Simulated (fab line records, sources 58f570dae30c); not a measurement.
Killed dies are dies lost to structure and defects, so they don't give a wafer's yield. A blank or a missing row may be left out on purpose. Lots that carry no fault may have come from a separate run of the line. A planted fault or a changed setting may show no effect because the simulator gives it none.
The tool behind it: which one? || flow berkeley-cmos170 || 15 lots, 45 wafers sampled, at 6 steps of a route of 331

## WHAT THE GAUGES READ, wafer by wafer
UCB170_NWELL_THK_MEAS_05.
{"lot": "L308", "measured": "day 2 14:52", "on": "film-metro-01", "NWELL_NITRIDE_THK (nm)": "226.8 225.1 226.3"}
{"lot": "L311", "measured": "day 2 19:47", "on": "film-metro-04", "NWELL_NITRIDE_THK (nm)": "227.6 226.1 226.7"}
{"lot": "L310", "measured": "day 2 19:52", "on": "film-metro-01", "NWELL_NITRIDE_THK (nm)": "223.1 223.2 224.0"}
{"lot": "L313", "measured": "day 3 11:14", "on": "film-metro-01", "NWELL_NITRIDE_THK (nm)": "223.7 223.6 224.6"}
{"lot": "L316", "measured": "day 4 05:19", "on": "film-metro-01", "NWELL_NITRIDE_THK (nm)": "226.6 224.9 226.2"}
{"lot": "L317", "measured": "day 4 13:21", "on": "film-metro-04", "NWELL_NITRIDE_THK (nm)": "221.2 222.5 222.6"}
{"lot": "L318", "measured": "day 4 13:26", "on": "film-metro-01", "NWELL_NITRIDE_THK (nm)": "223.7 222.9 223.9"}
{"lot": "L321", "measured": "day 4 23:30", "on": "film-metro-03", "NWELL_NITRIDE_THK (nm)": "224.5 222.9 224.5"}
{"lot": "L320", "measured": "day 4 23:31", "on": "film-metro-01", "NWELL_NITRIDE_THK (nm)": "224.7 224.4 223.4"}
{"lot": "L326", "measured": "day 5 22:56", "on": "film-metro-01", "NWELL_NITRIDE_THK (nm)": "224.5 222.7 224.5"}
{"lot": "L327", "measured": "day 6 09:41", "on": "film-metro-04", "NWELL_NITRIDE_THK (nm)": "222.6 223.8 222.5"}
{"lot": "L328", "measured": "day 6 19:31", "on": "film-metro-04", "NWELL_NITRIDE_THK (nm)": "220.5 220.5 221.8"}
{"lot": "L329", "measured": "day 6 19:31", "on": "film-metro-03", "NWELL_NITRIDE_THK (nm)": "222.3 221.6 222.0"}
{"lot": "L330", "measured": "day 7 05:04", "on": "film-metro-03", "NWELL_NITRIDE_THK (nm)": "222.7 225.3 223.0"}
{"lot": "L331", "measured": "day 7 05:05", "on": "film-metro-01", "NWELL_NITRIDE_THK (nm)": "225.1 225.1 224.5"}

UCB170_NVT_TW_MEAS_09.
{"lot": "L308", "measured": "day 6 05:46", "on": "film-metro-01", "NVT_TW": "514 517 516"}
{"lot": "L311", "measured": "day 6 18:42", "on": "film-metro-03", "NVT_TW": "525 526 526"}
{"lot": "L310", "measured": "day 6 19:00", "on": "film-metro-04", "NVT_TW": "531 536 533"}
{"lot": "L313", "measured": "day 7 08:49", "on": "film-metro-04", "NVT_TW": "530 527 528"}
{"lot": "L316", "measured": "day 8 06:17", "on": "film-metro-01", "NVT_TW": "518 520 520"}
{"lot": "L317", "measured": "day 8 13:17", "on": "film-metro-04", "NVT_TW": "534 535 535"}
{"lot": "L318", "measured": "day 8 13:26", "on": "film-metro-01", "NVT_TW": "522 519 517"}
{"lot": "L321", "measured": "day 8 19:59", "on": "film-metro-01", "NVT_TW": "515 516 519"}
{"lot": "L320", "measured": "day 8 19:55", "on": "film-metro-04", "NVT_TW": "535 534 535"}
{"lot": "L326", "measured": "day 10 07:50", "on": "film-metro-01", "NVT_TW": "519 516 520"}
{"lot": "L327", "measured": "day 10 14:47", "on": "film-metro-03", "NVT_TW": "527 528 529"}
{"lot": "L328", "measured": "day 11 06:49", "on": "film-metro-03", "NVT_TW": "523 524 521"}
{"lot": "L329", "measured": "day 11 18:49", "on": "film-metro-03", "NVT_TW": "523 522 522"}
{"lot": "L330", "measured": "day 11 19:22", "on": "film-metro-01", "NVT_TW": "517 518 517"}
{"lot": "L331", "measured": "day 11 18:43", "on": "film-metro-04", "NVT_TW": "531 532 531"}

UCB170_GATE_CD_MEAS_90: the cd target is 350 nm.
{"lot": "L308", "measured": "day 6 23:52", "on": "cd-sem-02", "cd-nm (nm)": "349.7 349.5 348.6"}
{"lot": "L311", "measured": "day 7 14:40", "on": "cd-sem-01", "cd-nm (nm)": "349.8 352.2 349.6"}
{"lot": "L310", "measured": "day 7 14:59", "on": "cd-sem-01", "cd-nm (nm)": "352.0 350.6 350.9"}
{"lot": "L313", "measured": "day 8 02:21", "on": "cd-sem-01", "cd-nm (nm)": "351.3 351.4 351.3"}
{"lot": "L316", "measured": "day 8 23:34", "on": "cd-sem-01", "cd-nm (nm)": "352.6 351.7 352.0"}
{"lot": "L317", "measured": "day 9 05:02", "on": "cd-sem-01", "cd-nm (nm)": "348.1 351.7 350.0"}
{"lot": "L318", "measured": "day 9 05:15", "on": "cd-sem-01", "cd-nm (nm)": "- - -"}
{"lot": "L321", "measured": "day 9 18:49", "on": "cd-sem-01", "cd-nm (nm)": "- - -"}
{"lot": "L320", "measured": "day 9 19:12", "on": "cd-sem-01", "cd-nm (nm)": "- - -"}
{"lot": "L326", "measured": "day 11 03:08", "on": "cd-sem-01", "cd-nm (nm)": "351.7 348.7 350.1"}
{"lot": "L327", "measured": "day 11 12:38", "on": "cd-sem-02", "cd-nm (nm)": "350.8 349.4 348.4"}
{"lot": "L328", "measured": "day 11 23:32", "on": "cd-sem-02", "cd-nm (nm)": "351.8 351.1 350.1"}
{"lot": "L329", "measured": "day 12 14:09", "on": "cd-sem-02", "cd-nm (nm)": "348.6 350.4 348.3"}
{"lot": "L330", "measured": "day 12 14:31", "on": "cd-sem-01", "cd-nm (nm)": "351.2 349.2 348.9"}
{"lot": "L331", "measured": "day 12 13:56", "on": "cd-sem-02", "cd-nm (nm)": "351.7 352.0 352.8"}

## WHICH TOOL RAN EACH LOT (tool, then ch and the chambers of the sampled wafers, then the start)
{"lot": "L308", "UCB170_GATE_ETCH_14": "rie-diel-01 ch 0,2, day 6 23:40", "UCB170_GATE_ETCH_15": "rie-si-02 ch 0,3, day 6 23:43", "UCB170_GATE_STRIP_16": "plasma-asher-02 ch 0,1, day 6 23:46"}
{"lot": "L311", "UCB170_GATE_ETCH_14": "rie-diel-01 ch 0,1,2, day 7 14:28", "UCB170_GATE_ETCH_15": "rie-si-01 ch 0,1,3, day 7 14:31", "UCB170_GATE_STRIP_16": "plasma-asher-01 ch 0,1, day 7 14:34"}
{"lot": "L310", "UCB170_GATE_ETCH_14": "rie-diel-04 ch 0,2,3, day 7 14:44", "UCB170_GATE_ETCH_15": "rie-si-01 ch 0,1,3, day 7 14:49", "UCB170_GATE_STRIP_16": "plasma-asher-04 ch 0,1, day 7 14:52"}
{"lot": "L313", "UCB170_GATE_ETCH_14": "rie-diel-04 ch 0,2,3, day 8 02:07", "UCB170_GATE_ETCH_15": "rie-si-01 ch 0,2,3, day 8 02:10", "UCB170_GATE_STRIP_16": "plasma-asher-02 ch 0,1, day 8 02:13"}
{"lot": "L316", "UCB170_GATE_ETCH_14": "rie-diel-04 ch 0,2, day 8 23:20", "UCB170_GATE_ETCH_15": "rie-si-02 ch 0,1,3, day 8 23:23", "UCB170_GATE_STRIP_16": "plasma-asher-04 ch 0,1, day 8 23:28"}
{"lot": "L317", "UCB170_GATE_ETCH_14": "rie-diel-03 ch 0,1,3, day 9 04:47", "UCB170_GATE_ETCH_15": "rie-si-02 ch 0,1, day 9 04:50", "UCB170_GATE_STRIP_16": "plasma-asher-04 ch 0,1, day 9 04:55"}
{"lot": "L318", "UCB170_GATE_ETCH_14": "rie-diel-01 ch 0,2,3, day 9 05:02", "UCB170_GATE_ETCH_15": "rie-si-01 ch 0,2, day 9 05:05", "UCB170_GATE_STRIP_16": "plasma-asher-01 ch 0,1, day 9 05:08"}
{"lot": "L321", "UCB170_GATE_ETCH_14": "rie-diel-03 ch 0,1, day 9 18:38", "UCB170_GATE_ETCH_15": "rie-si-02 ch 1,2, day 9 18:40", "UCB170_GATE_STRIP_16": "plasma-asher-02 ch 0,1, day 9 18:43"}
{"lot": "L320", "UCB170_GATE_ETCH_14": "rie-diel-01 ch 0,1,3, day 9 18:59", "UCB170_GATE_ETCH_15": "rie-si-01 ch 0,2, day 9 19:02", "UCB170_GATE_STRIP_16": "plasma-asher-04 ch 0,1, day 9 19:05"}
{"lot": "L326", "UCB170_GATE_ETCH_14": "rie-diel-03 ch 1,2, day 11 02:56", "UCB170_GATE_ETCH_15": "rie-si-01 ch 0,1,2, day 11 02:59", "UCB170_GATE_STRIP_16": "plasma-asher-01 ch 0,1, day 11 03:02"}
{"lot": "L327", "UCB170_GATE_ETCH_14": "rie-diel-01 ch 1,2,3, day 11 12:26", "UCB170_GATE_ETCH_15": "rie-si-01 ch 1,2,3, day 11 12:29", "UCB170_GATE_STRIP_16": "plasma-asher-02 ch 1, day 11 12:32"}
{"lot": "L328", "UCB170_GATE_ETCH_14": "rie-diel-03 ch 0,1,3, day 11 23:21", "UCB170_GATE_ETCH_15": "rie-si-02 ch 0,1,2, day 11 23:23", "UCB170_GATE_STRIP_16": "plasma-asher-04 ch 0,1, day 11 23:26"}
{"lot": "L329", "UCB170_GATE_ETCH_14": "rie-diel-03 ch 2,3, day 12 13:55", "UCB170_GATE_ETCH_15": "rie-si-02 ch 0,1, day 12 13:57", "UCB170_GATE_STRIP_16": "plasma-asher-04 ch 0, day 12 14:00"}
{"lot": "L330", "UCB170_GATE_ETCH_14": "rie-diel-01 ch 0,1,3, day 12 14:15", "UCB170_GATE_ETCH_15": "rie-si-02 ch 0,1,3, day 12 14:17", "UCB170_GATE_STRIP_16": "plasma-asher-01 ch 0,1, day 12 14:20"}
{"lot": "L331", "UCB170_GATE_ETCH_14": "rie-diel-01 ch 2,3, day 12 13:43", "UCB170_GATE_ETCH_15": "rie-si-01 ch 1,3, day 12 13:45", "UCB170_GATE_STRIP_16": "plasma-asher-01 ch 0,1, day 12 13:50"}
- UCB170_GATE_ETCH_14: etches BARC in N2/H2.
- UCB170_GATE_ETCH_15: etches poly-Si in HBr/Cl2, stops on SiO2, time 56.3 s, target depth 278.2 nm.
- UCB170_GATE_STRIP_16: strips in O2.

## AS READ BY THE TOOLS THEMSELVES (means over the sampled wafers that have a number; for cases with no such wafer, the mark the record gives instead)
UCB170_GATE_ETCH_14.
{"lot": "L308", "tool": "rie-diel-01", "bias-w (W)": 99.75, "chamber-pressure-mTorr (mTorr)": 29.989, "drypump-motor-current-A (A)": 5.9, "oes-product-au (a.u.)": 1.008, "throttle-valve-pct (%)": 13.09}
{"lot": "L311", "tool": "rie-diel-01", "bias-w (W)": 99.95, "chamber-pressure-mTorr (mTorr)": 30.009, "drypump-motor-current-A (A)": 5.9, "oes-product-au (a.u.)": 1.012, "throttle-valve-pct (%)": 13.24}
{"lot": "L310", "tool": "rie-diel-04", "bias-w (W)": 99.98, "chamber-pressure-mTorr (mTorr)": 30.010, "drypump-motor-current-A (A)": 6.0, "oes-product-au (a.u.)": 0.996, "throttle-valve-pct (%)": 13.11}
{"lot": "L313", "tool": "rie-diel-04", "bias-w (W)": 99.76, "chamber-pressure-mTorr (mTorr)": 30.002, "drypump-motor-current-A (A)": 6.0, "oes-product-au (a.u.)": 1.004, "throttle-valve-pct (%)": 13.10}
{"lot": "L316", "tool": "rie-diel-04", "bias-w (W)": 99.86, "chamber-pressure-mTorr (mTorr)": 29.978, "drypump-motor-current-A (A)": 5.8, "oes-product-au (a.u.)": 1.018, "throttle-valve-pct (%)": 13.03}
{"lot": "L317", "tool": "rie-diel-03", "bias-w (W)": 99.86, "chamber-pressure-mTorr (mTorr)": 30.003, "drypump-motor-current-A (A)": 5.4, "oes-product-au (a.u.)": 0.989, "throttle-valve-pct (%)": 13.38}
{"lot": "L318", "tool": "rie-diel-01", "bias-w (W)": "-", "chamber-pressure-mTorr (mTorr)": "-", "drypump-motor-current-A (A)": "-", "oes-product-au (a.u.)": "-", "throttle-valve-pct (%)": "-"}
{"lot": "L321", "tool": "rie-diel-03", "bias-w (W)": "-", "chamber-pressure-mTorr (mTorr)": "-", "drypump-motor-current-A (A)": "-", "oes-product-au (a.u.)": "-", "throttle-valve-pct (%)": "-"}
{"lot": "L320", "tool": "rie-diel-01", "bias-w (W)": "-", "chamber-pressure-mTorr (mTorr)": "-", "drypump-motor-current-A (A)": "-", "oes-product-au (a.u.)": "-", "throttle-valve-pct (%)": "-"}
{"lot": "L326", "tool": "rie-diel-03", "bias-w (W)": 100.02, "chamber-pressure-mTorr (mTorr)": 29.989, "drypump-motor-current-A (A)": 5.8, "oes-product-au (a.u.)": 1.004, "throttle-valve-pct (%)": 13.21}
{"lot": "L327", "tool": "rie-diel-01", "bias-w (W)": 99.68, "chamber-pressure-mTorr (mTorr)": 29.995, "drypump-motor-current-A (A)": 5.8, "oes-product-au (a.u.)": 1.007, "throttle-valve-pct (%)": 13.36}
{"lot": "L328", "tool": "rie-diel-03", "bias-w (W)": 99.85, "chamber-pressure-mTorr (mTorr)": 29.990, "drypump-motor-current-A (A)": 5.4, "oes-product-au (a.u.)": 0.984, "throttle-valve-pct (%)": 13.38}
{"lot": "L329", "tool": "rie-diel-03", "bias-w (W)": 99.78, "chamber-pressure-mTorr (mTorr)": 29.983, "drypump-motor-current-A (A)": 6.3, "oes-product-au (a.u.)": 1.003, "throttle-valve-pct (%)": 13.33}
{"lot": "L330", "tool": "rie-diel-01", "bias-w (W)": 100.30, "chamber-pressure-mTorr (mTorr)": 29.996, "drypump-motor-current-A (A)": 6.0, "oes-product-au (a.u.)": 1.013, "throttle-valve-pct (%)": 13.24}
{"lot": "L331", "tool": "rie-diel-01", "bias-w (W)": 99.95, "chamber-pressure-mTorr (mTorr)": 29.997, "drypump-motor-current-A (A)": 5.7, "oes-product-au (a.u.)": 0.995, "throttle-valve-pct (%)": 13.36}

UCB170_GATE_ETCH_15.
{"lot": "L308", "tool": "rie-si-02", "HBr_flow_sccm (sccm)": 150.1, "bias-w (W)": 149.9, "drypump-motor-current-A (A)": 5.72, "oes-product-au (a.u.)": 0.809, "throttle-valve-pct (%)": 26.6}
{"lot": "L311", "tool": "rie-si-01", "HBr_flow_sccm (sccm)": 150.1, "bias-w (W)": 150.3, "drypump-motor-current-A (A)": 5.86, "oes-product-au (a.u.)": 0.836, "throttle-valve-pct (%)": 26.4}
{"lot": "L310", "tool": "rie-si-01", "HBr_flow_sccm (sccm)": 149.6, "bias-w (W)": 150.0, "drypump-motor-current-A (A)": 5.84, "oes-product-au (a.u.)": 0.841, "throttle-valve-pct (%)": 26.4}
{"lot": "L313", "tool": "rie-si-01", "HBr_flow_sccm (sccm)": 150.1, "bias-w (W)": 149.8, "drypump-motor-current-A (A)": 5.66, "oes-product-au (a.u.)": 0.821, "throttle-valve-pct (%)": 26.4}
{"lot": "L316", "tool": "rie-si-02", "HBr_flow_sccm (sccm)": 150.3, "bias-w (W)": 149.7, "drypump-motor-current-A (A)": 5.74, "oes-product-au (a.u.)": 0.823, "throttle-valve-pct (%)": 26.6}
{"lot": "L317", "tool": "rie-si-02", "HBr_flow_sccm (sccm)": 149.6, "bias-w (W)": 150.3, "drypump-motor-current-A (A)": 5.78, "oes-product-au (a.u.)": 0.825, "throttle-valve-pct (%)": 26.8}
{"lot": "L318", "tool": "rie-si-01", "HBr_flow_sccm (sccm)": 149.7, "bias-w (W)": 150.1, "drypump-motor-current-A (A)": 5.69, "oes-product-au (a.u.)": 0.273, "throttle-valve-pct (%)": 26.1}
{"lot": "L321", "tool": "rie-si-02", "HBr_flow_sccm (sccm)": 149.8, "bias-w (W)": 150.2, "drypump-motor-current-A (A)": 5.65, "oes-product-au (a.u.)": 0.274, "throttle-valve-pct (%)": 26.3}
{"lot": "L320", "tool": "rie-si-01", "HBr_flow_sccm (sccm)": 150.0, "bias-w (W)": 149.7, "drypump-motor-current-A (A)": 5.71, "oes-product-au (a.u.)": 0.269, "throttle-valve-pct (%)": 26.1}
{"lot": "L326", "tool": "rie-si-01", "HBr_flow_sccm (sccm)": 150.1, "bias-w (W)": 150.4, "drypump-motor-current-A (A)": 6.01, "oes-product-au (a.u.)": 0.820, "throttle-valve-pct (%)": 26.2}
{"lot": "L327", "tool": "rie-si-01", "HBr_flow_sccm (sccm)": 150.0, "bias-w (W)": 150.0, "drypump-motor-current-A (A)": 5.93, "oes-product-au (a.u.)": 0.824, "throttle-valve-pct (%)": 26.5}
{"lot": "L328", "tool": "rie-si-02", "HBr_flow_sccm (sccm)": 150.1, "bias-w (W)": 149.8, "drypump-motor-current-A (A)": 5.71, "oes-product-au (a.u.)": 0.816, "throttle-valve-pct (%)": 26.5}
{"lot": "L329", "tool": "rie-si-02", "HBr_flow_sccm (sccm)": 150.3, "bias-w (W)": 150.2, "drypump-motor-current-A (A)": 5.76, "oes-product-au (a.u.)": 0.810, "throttle-valve-pct (%)": 26.7}
{"lot": "L330", "tool": "rie-si-02", "HBr_flow_sccm (sccm)": 150.2, "bias-w (W)": 149.9, "drypump-motor-current-A (A)": 5.73, "oes-product-au (a.u.)": 0.818, "throttle-valve-pct (%)": 26.6}
{"lot": "L331", "tool": "rie-si-01", "HBr_flow_sccm (sccm)": 149.9, "bias-w (W)": 150.2, "drypump-motor-current-A (A)": 5.76, "oes-product-au (a.u.)": 0.824, "throttle-valve-pct (%)": 26.7}

UCB170_GATE_STRIP_16.
{"lot": "L308", "tool": "plasma-asher-02", "drypump-motor-current-A (A)": 6.5, "oes-product-au (a.u.)": 0.722}
{"lot": "L311", "tool": "plasma-asher-01", "drypump-motor-current-A (A)": 5.4, "oes-product-au (a.u.)": 0.726}
{"lot": "L310", "tool": "plasma-asher-04", "drypump-motor-current-A (A)": 5.3, "oes-product-au (a.u.)": 0.723}
{"lot": "L313", "tool": "plasma-asher-02", "drypump-motor-current-A (A)": 6.5, "oes-product-au (a.u.)": 0.728}
{"lot": "L316", "tool": "plasma-asher-04", "drypump-motor-current-A (A)": 5.4, "oes-product-au (a.u.)": 0.724}
{"lot": "L317", "tool": "plasma-asher-04", "drypump-motor-current-A (A)": 5.4, "oes-product-au (a.u.)": 0.726}
{"lot": "L318", "tool": "plasma-asher-01", "drypump-motor-current-A (A)": 5.5, "oes-product-au (a.u.)": 0.726}
{"lot": "L321", "tool": "plasma-asher-02", "drypump-motor-current-A (A)": 6.3, "oes-product-au (a.u.)": 0.722}
{"lot": "L320", "tool": "plasma-asher-04", "drypump-motor-current-A (A)": 5.4, "oes-product-au (a.u.)": 0.728}
{"lot": "L326", "tool": "plasma-asher-01", "drypump-motor-current-A (A)": 5.4, "oes-product-au (a.u.)": 0.724}
{"lot": "L327", "tool": "plasma-asher-02", "drypump-motor-current-A (A)": 6.1, "oes-product-au (a.u.)": 0.725}
{"lot": "L328", "tool": "plasma-asher-04", "drypump-motor-current-A (A)": 5.4, "oes-product-au (a.u.)": 0.722}
{"lot": "L329", "tool": "plasma-asher-04", "drypump-motor-current-A (A)": 5.4, "oes-product-au (a.u.)": 0.722}
{"lot": "L330", "tool": "plasma-asher-01", "drypump-motor-current-A (A)": 5.4, "oes-product-au (a.u.)": 0.720}
{"lot": "L331", "tool": "plasma-asher-01", "drypump-motor-current-A (A)": 5.4, "oes-product-au (a.u.)": 0.725}

## THE ANSWER, worked out from the rows above alone
Rule: what is usual is taken from the lots themselves. The widest of any qualifying gaps counts: lots, ordered by their means at a reading, are off when they make up no more than a third of the lots, leave a main group of 4 or more, and stand apart from it by 3 or more times the standard deviation of that group's means. The tables above print the reading to a certain number of digits; a main group whose means all agree to those digits is not used. A lot without any number at a reading at which 4 lots or more have one is off too. All remaining lots with rows at the step are treated as sound. Order of review: gauges by route order, followed by the tools' own readings, for which a lot's mean as printed above is used. The first step at which some lot is off is used, and at that step the reading that is off furthest; a lot without a number counts as furthest.
Off: L318, L321, L320, at UCB170_GATE_CD_MEAS_90 (cd-nm). Without a number there: L318, L321, L320. Main group: mean 350.5 nm, sd 1.
If a tool, at a process step before that reading, ran all the lots that are off and no sound lot after the first of them, it fits. Not tried: the gauges at UCB170_GATE_CD_MEAS_90; whatever is off there is also off at UCB170_GATE_ETCH_14, on other tools, and gauge error can't account for it. Of those tried, none fits.

## WHAT THE SIMULATOR HAD PUT IN
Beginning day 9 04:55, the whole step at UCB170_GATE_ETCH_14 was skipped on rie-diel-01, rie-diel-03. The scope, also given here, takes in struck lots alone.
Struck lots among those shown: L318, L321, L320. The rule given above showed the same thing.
